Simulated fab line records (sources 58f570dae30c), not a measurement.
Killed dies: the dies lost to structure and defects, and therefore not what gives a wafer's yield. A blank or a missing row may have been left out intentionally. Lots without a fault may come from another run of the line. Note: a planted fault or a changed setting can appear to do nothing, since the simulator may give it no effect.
Problem report, 8D (eight disciplines) form, completed by code / flow berkeley-cmos170 / the parts of the form that need people (team, actions taken, sign-off) are left out

== 1. THE PROBLEM ==
Wafers without a fault read 1200.0 nm, standard deviation 1.6; cd-nm at UCB170_NLDD_CD_MEAS_06 reads a mean of 1174.0 nm on 6 wafers belonging to 2 lots. That is -16 standard deviations from the usual mean.
The step: target cd 1200 nm.
First observed at day 7 10:13: wafer L121.2, on cd-sem-01. Wafers with a number at this step in the record: 42, from 14 lots. By rule, "out" or "out of limits" means more than 4 standard deviations away from the usual mean. All remaining wafers that have a number are taken as sound.

== 2. WHAT IT IS, WHAT IT ISN'T ==
question=which readings at this step | is=cd-nm | is not=-
question=which lots | is=L121, L125 | is not=L118, L119, L120, L122, L126, L129, L131, L134, L138, L139, L140, L141
question=which wafers of those lots | is=all that have a number | is not=-
question=read on which gauges | is=cd-sem-01 | is not=cd-sem-02
question=when | is=from day 7 10:13 | is not=up to then (12 sound wafers); but 24 sound wafers of L126, L129, L131, L134, L138, L139, L140, L141 came after

== 3. WHAT RULES OUT EACH SUSPECT ==
Counting: a tool stays on the suspect list if, at a process step up to the reading, it processed all lots that are out and no sound lot following the first of them.
- the gauge at UCB170_NLDD_CD_MEAS_06 is ruled out. All the wafers that are out were read on cd-sem-01, but those of them that UCB170_NLDD_SOFTBAKE_02 has rows for are out there too, on other tools.
- litho-track-03 at UCB170_NLDD_SOFTBAKE_02 (time 60 s): kept. Every lot that is out went through it, starting with L121 (day 7 09:33), and after that it ran no sound lot; the last sound lot it ran before then is L122 (day 7 09:00). Out on those wafers are its own readings of heater-power-total-W, plate-temp-C.
The count leaves litho-track-03 at UCB170_NLDD_SOFTBAKE_02.

== 4. THE CAUSE (what the simulator had put in) ==
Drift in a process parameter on litho-track-03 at UCB170_NLDD_SOFTBAKE_02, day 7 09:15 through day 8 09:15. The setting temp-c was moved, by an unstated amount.
After counting, this tool was the only one left.

== 5. SEQUENCE OF EFFECTS, ordered by route ==
One row per reading whose mean, taken over the struck wafers that have a number, lies over 3 standard deviations from the usual. Only readings whose record carries a usual standard deviation are examined. hours: median over the lots of the time between each lot's start at the first step of this table that gives one and its start at this step. sigmas: the change, counted in usual standard deviations.
hours=0; step=UCB170_NLDD_SOFTBAKE_02; reading=heater-power-total-W; usual=56.80 W; on struck wafers=47.51; change=-9.29; sigmas=-99 or more
hours=0; step=UCB170_NLDD_SOFTBAKE_02; reading=plate-temp-C; usual=130.02 C; on struck wafers=113.38; change=-16.64; sigmas=-99 or more
hours=1; step=UCB170_NLDD_CD_MEAS_06; reading=cd-nm; usual=1200.0 nm; on struck wafers=1174.0; change=-26.0; sigmas=-16
hours=1; step=UCB170_NLDD_STRIP_10; reading=strip-time-to-endpoint-s; usual=21.64 s; on struck wafers=22.09; change=+0.45; sigmas=+6.8
Here are the process steps it includes:
- UCB170_NLDD_SOFTBAKE_02: time 60 s.
- UCB170_NLDD_STRIP_10: strips in O2.

== 6. HOW IT WOULD HAVE BEEN CAUGHT EARLIER ==
In this record the first reading out of limits at a measuring or inspecting step was taken at day 7 10:13, 1 hour after the fault began at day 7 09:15.
The tool's own readings at UCB170_NLDD_SOFTBAKE_02 were out on every struck wafer that the step has a row for (heater-power-total-W, plate-temp-C): an alarm limit on them would have fired on the first of those.
Among the 2 lots that are out, L125 began UCB170_NLDD_SOFTBAKE_02 on litho-track-03 after day 7 10:13. It would have been spared by a hold on the tool at that moment.
